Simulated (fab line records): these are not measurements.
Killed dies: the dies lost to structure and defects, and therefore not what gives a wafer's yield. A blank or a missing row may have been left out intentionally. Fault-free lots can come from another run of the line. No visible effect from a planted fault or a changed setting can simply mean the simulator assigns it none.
Which tool did it? :: flow berkeley_cmos170 :: 13 lots with 39 wafers sampled at 5 steps, on a route of 331 steps

WHAT THE GAUGES SHOWED, per wafer
UCB170_SPACER_THK_MEAS_01. Usual: SPACER_TEOS_THK 378 nm, standard deviation 4.7.
lot: L547
measured: day 6 06:29
on: film_metro-04
SPACER_TEOS_THK (nm): 374 372 383
flag: 

lot: L548
measured: day 6 17:23
on: film_metro-04
SPACER_TEOS_THK (nm): 383 386 389
flag: 

lot: L551
measured: day 7 00:08
on: film_metro-04
SPACER_TEOS_THK (nm): 373 375 377
flag: 

lot: L550
measured: day 7 01:08
on: film_metro-02
SPACER_TEOS_THK (nm): 375 379 381
flag: 

lot: L552
measured: day 7 13:38
on: film_metro-01
SPACER_TEOS_THK (nm): 373 373 379
flag: 

lot: L556
measured: day 8 02:03
on: film_metro-04
SPACER_TEOS_THK (nm): 379 385 380
flag: 

lot: L555
measured: day 8 02:47
on: film_metro-02
SPACER_TEOS_THK (nm): 380 387 385
flag: 

lot: L554
measured: day 8 03:15
on: film_metro-04
SPACER_TEOS_THK (nm): 372 381 375
flag: 

lot: L557
measured: day 8 16:52
on: film_metro-01
SPACER_TEOS_THK (nm): 374 378 379
flag: 

lot: L560
measured: day 8 16:53
on: film_metro-02
SPACER_TEOS_THK (nm): 376 381 384
flag: 

lot: L561
measured: day 9 03:45
on: film_metro-01
SPACER_TEOS_THK (nm): 380 389 383
flag: 

lot: L567
measured: day 10 15:50
on: film_metro-04
SPACER_TEOS_THK (nm): 372 386 381
flag: 

lot: L570
measured: day 11 00:07
on: film_metro-04
SPACER_TEOS_THK (nm): 371 375 379
flag: 

UCB170_V1_BOW_MEAS_03. Usual: V1_BOW 19 um, standard deviation 7.2.
lot: L547
measured: day 7 05:10
on: film_metro-02
V1_BOW (um): 18 17 4
flag: 

lot: L548
measured: day 7 15:37
on: film_metro-02
V1_BOW (um): 25 21 7
flag: 

lot: L551
measured: day 8 01:44
on: film_metro-01
V1_BOW (um): 17 21 19
flag: 

lot: L550
measured: day 8 01:47
on: film_metro-02
V1_BOW (um): 26 20 24
flag: 

lot: L552
measured: day 8 12:07
on: film_metro-02
V1_BOW (um): 16 15 17
flag: 

lot: L556
measured: day 9 01:07
on: film_metro-02
V1_BOW (um): 17 7 13
flag: 

lot: L555
measured: day 9 00:50
on: film_metro-04
V1_BOW (um): 14 12 22
flag: 

lot: L554
measured: day 9 00:50
on: film_metro-01
V1_BOW (um): 15 18 11
flag: 

lot: L557
measured: day 9 17:16
on: film_metro-01
V1_BOW (um): 17 13 3
flag: 

lot: L560
measured: day 9 17:35
on: film_metro-01
V1_BOW (um): 22 24 27
flag: 

lot: L561
measured: day 10 03:27
on: film_metro-02
V1_BOW (um): 13 21 16 - - -
flag: 

lot: L567
measured: day 11 12:50
on: film_metro-02
V1_BOW (um): 20 9 23
flag: 

lot: L570
measured: day 12 04:13
on: film_metro-01
V1_BOW (um): 37 21 11
flag: 

UCB170_V1_THK_MEAS_04. Usual: V1_POLISHED_THK 1000.2 nm, standard deviation 1.
lot: L547
measured: day 7 05:17
on: film_metro-02
V1_POLISHED_THK (nm): 1000.1 1001.5 999.1
flag: 

lot: L548
measured: day 7 15:44
on: film_metro-02
V1_POLISHED_THK (nm): 999.6 999.3 1000.2
flag: 

lot: L551
measured: day 8 01:52
on: film_metro-01
V1_POLISHED_THK (nm): 1000.2 1000.2 998.3
flag: 

lot: L550
measured: day 8 01:53
on: film_metro-02
V1_POLISHED_THK (nm): 997.5 999.1 999.8
flag: 

lot: L552
measured: day 8 12:14
on: film_metro-02
V1_POLISHED_THK (nm): 1000.7 999.6 1000.2
flag: 

lot: L556
measured: day 9 01:14
on: film_metro-02
V1_POLISHED_THK (nm): 1000.0 1001.1 1001.4
flag: 

lot: L555
measured: day 9 00:56
on: film_metro-04
V1_POLISHED_THK (nm): 999.8 1000.9 999.5
flag: 

lot: L554
measured: day 9 00:56
on: film_metro-01
V1_POLISHED_THK (nm): 1000.8 1002.4 1001.4
flag: 

lot: L557
measured: day 9 17:23
on: film_metro-01
V1_POLISHED_THK (nm): 999.2 999.1 999.2
flag: 

lot: L560
measured: day 9 17:41
on: film_metro-01
V1_POLISHED_THK (nm): 1000.3 1001.6 999.6
flag: 

lot: L561
measured: day 10 05:52
on: film_metro-02
V1_POLISHED_THK (nm): 999.9 1347.2 1001.0 1000.4 1345.9 999.8
flag: OFF

lot: L567
measured: day 11 12:56
on: film_metro-02
V1_POLISHED_THK (nm): 1001.1 1000.8 999.2
flag: 

lot: L570
measured: day 12 04:19
on: film_metro-01
V1_POLISHED_THK (nm): 999.7 1000.1 999.2
flag: 

UCB170_V1_OVL_MEAS_13. Usual: V1_OVL 1 nm, standard deviation 5.7.
lot: L547
measured: day 7 06:57
on: overlay-01
V1_OVL (nm): -7 9 1
flag: 

lot: L548
measured: day 7 18:29
on: overlay-01
V1_OVL (nm): -1 -6 7
flag: 

lot: L551
measured: day 8 03:30
on: overlay-02
V1_OVL (nm): -1 1 11
flag: 

lot: L550
measured: day 8 03:16
on: overlay-01
V1_OVL (nm): -11 -7 1
flag: 

lot: L552
measured: day 8 13:47
on: overlay-01
V1_OVL (nm): -3 3 4
flag: 

lot: L556
measured: day 9 03:35
on: overlay-02
V1_OVL (nm): 8 -2 -2
flag: 

lot: L555
measured: day 9 03:28
on: overlay-02
V1_OVL (nm): 0 -1 3
flag: 

lot: L554
measured: day 9 03:28
on: overlay-01
V1_OVL (nm): 3 8 6
flag: 

lot: L557
measured: day 9 19:28
on: overlay-02
V1_OVL (nm): 0 0 -4
flag: 

lot: L560
measured: day 9 20:06
on: overlay-01
V1_OVL (nm): 3 7 1
flag: 

lot: L561
measured: day 10 16:23
on: overlay-01
V1_OVL (nm): -6 1 -17
flag: 

lot: L567
measured: day 11 14:44
on: overlay-01
V1_OVL (nm): 2 2 1
flag: 

lot: L570
measured: day 12 06:31
on: overlay-02
V1_OVL (nm): 12 1 1
flag: 

TOOL THAT RAN EACH LOT (tool first, then ch and the chambers of the sampled wafers, then the start)
lot: L547
UCB170_V1_CMP_02: cmp-01 ch 0,1,3, day 7 04:57

lot: L548
UCB170_V1_CMP_02: cmp-02 ch 0,2,3, day 7 15:28

lot: L551
UCB170_V1_CMP_02: cmp-01 ch 1,2,3, day 8 01:32

lot: L550
UCB170_V1_CMP_02: cmp-02 ch 1,2,3, day 8 01:32

lot: L552
UCB170_V1_CMP_02: cmp-02 ch 0,2,3, day 8 11:47

lot: L556
UCB170_V1_CMP_02: cmp-01 ch 1,3, day 9 00:49

lot: L555
UCB170_V1_CMP_02: cmp-02 ch 1,3, day 9 00:31

lot: L554
UCB170_V1_CMP_02: cmp-01 ch 0,1,2, day 9 00:34

lot: L557
UCB170_V1_CMP_02: cmp-02 ch 0,2,3, day 9 17:04

lot: L560
UCB170_V1_CMP_02: cmp-02 ch 1,2, day 9 17:16

lot: L561
UCB170_V1_CMP_02: cmp-01 ch 0,2,3, day 10 03:18

lot: L567
UCB170_V1_CMP_02: cmp-02 ch 2,3, day 11 12:31

lot: L570
UCB170_V1_CMP_02: cmp-02 ch 0,2,3, day 12 04:01
- UCB170_V1_CMP_02: polishes SiO2.

AS READ BY THE TOOLS THEMSELVES (means over the sampled wafers that have a number; for cases with no such wafer, the mark the record gives instead)
UCB170_V1_CMP_02. Usual: motor_current_A 15.4 A, standard deviation 2.3; slurry_flow_ml_min 150.0, standard deviation 0.45.
lot: L547
tool: cmp-01
motor_current_A (A): 13.4
slurry_flow_ml_min: 149.7
flag: 

lot: L548
tool: cmp-02
motor_current_A (A): 16.0
slurry_flow_ml_min: 150.1
flag: 

lot: L551
tool: cmp-01
motor_current_A (A): 13.9
slurry_flow_ml_min: 150.4
flag: 

lot: L550
tool: cmp-02
motor_current_A (A): 17.1
slurry_flow_ml_min: 149.8
flag: 

lot: L552
tool: cmp-02
motor_current_A (A): 16.2
slurry_flow_ml_min: 149.6
flag: 

lot: L556
tool: cmp-01
motor_current_A (A): 13.2
slurry_flow_ml_min: 150.0
flag: 

lot: L555
tool: cmp-02
motor_current_A (A): 19.2
slurry_flow_ml_min: 150.0
flag: 

lot: L554
tool: cmp-01
motor_current_A (A): 14.5
slurry_flow_ml_min: 150.5
flag: 

lot: L557
tool: cmp-02
motor_current_A (A): 16.3
slurry_flow_ml_min: 150.0
flag: 

lot: L560
tool: cmp-02
motor_current_A (A): 15.0
slurry_flow_ml_min: 150.0
flag: 

lot: L561
tool: cmp-01
motor_current_A (A): 14.4
slurry_flow_ml_min: 149.8
flag: 

lot: L567
tool: cmp-02
motor_current_A (A): 18.2
slurry_flow_ml_min: 149.9
flag: 

lot: L570
tool: cmp-02
motor_current_A (A): 16.7
slurry_flow_ml_min: 150.6
flag: 

THE ANSWER, worked out from the rows above alone
Rule: lot off if the mean of its wafers having a number is beyond 3 standard deviations from the usual mean. Also off: a lot with no number at a reading for which 4 or more lots have one. All remaining lots with rows at the step are treated as sound. First the gauges in route order, then the tools' own readings, where a lot's mean is used as printed above. The first step at which some lot is off is used, and at that step the reading that is off furthest; a lot without a number counts as furthest.
Off: at UCB170_V1_THK_MEAS_04 (V1_POLISHED_THK), L561.
A tool fits if, at a process step before that reading, it ran every lot that is off, and no sound lot after the first of them. Gauges at UCB170_V1_THK_MEAS_04: tried the same way as those tools. One fits: cmp-01 at UCB170_V1_CMP_02. A fault onset in the window from L556 (day 9 00:49, its last sound lot) to L561 (day 10 03:18, its first lot off) fits.

WHAT THE SIMULATOR PUT IN
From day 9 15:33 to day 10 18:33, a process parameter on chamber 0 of cmp-01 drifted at UCB170_V1_CMP_02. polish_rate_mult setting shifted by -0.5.
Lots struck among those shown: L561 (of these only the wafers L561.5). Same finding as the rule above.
